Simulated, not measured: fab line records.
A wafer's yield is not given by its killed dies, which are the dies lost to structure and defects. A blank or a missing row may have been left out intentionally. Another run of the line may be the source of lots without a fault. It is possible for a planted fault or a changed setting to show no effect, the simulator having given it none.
Which tool was responsible?    flow berkeley cmos170    Sampling: 6 lots, 18 wafers, 2 of 331 route steps

== WHAT THE GAUGES SHOWED, per wafer ==
UCB170_NVT_OVL_MEAS_06.
lot   measured      on          NVT_OVL (nm)
L767  day 7 04:44   overlay-01  11 5 -6
L765  day 7 05:17   overlay-02  7 0 7
L768  day 7 13:12   overlay-01  0 -3 -1
L773  day 8 19:51   overlay-02  -5 1 13
L782  day 9 17:02   overlay-02  -2 1 5
L785  day 10 10:43  overlay-01  -2 1 -5

== EACH LOT AND THE TOOL THAT RAN IT (in order: tool; ch and the chambers of the sampled wafers; start) ==
lot   UCB170_NVT_EXPOSE_03
L767  krf scanner-02 ch 0, day 7 03:52
L765  krf scanner-01 ch 0, day 7 04:22
L768  krf scanner-01 ch 0, day 7 12:36
L773  krf scanner-02 ch 0, day 8 19:10
L782  krf scanner-01 ch 0, day 9 16:08
L785  krf scanner-01 ch 0, day 10 09:26
- UCB170_NVT_EXPOSE_03: exposes mask PWELL, target cd 3000 nm.

== THE ANSWER, worked out from the rows above alone ==
Rule: what is usual is taken from the lots themselves. Put in order of their means at a reading, lots are off if they are a third of the lots or fewer, leave a main group of 4 or more, and stand apart from it by a gap of 3 or more times the standard deviation of the main group's means; of several such gaps the widest counts. If all means in a main group match to the digits the tables above print for the reading, that group is not used. A lot without any number at a reading at which 4 lots or more have one is off too. Any other lot the step has rows for is counted as sound.
Nothing can be told from this: no lot is off at any reading shown.

== WHAT HAD BEEN PUT IN BY THE SIMULATOR ==
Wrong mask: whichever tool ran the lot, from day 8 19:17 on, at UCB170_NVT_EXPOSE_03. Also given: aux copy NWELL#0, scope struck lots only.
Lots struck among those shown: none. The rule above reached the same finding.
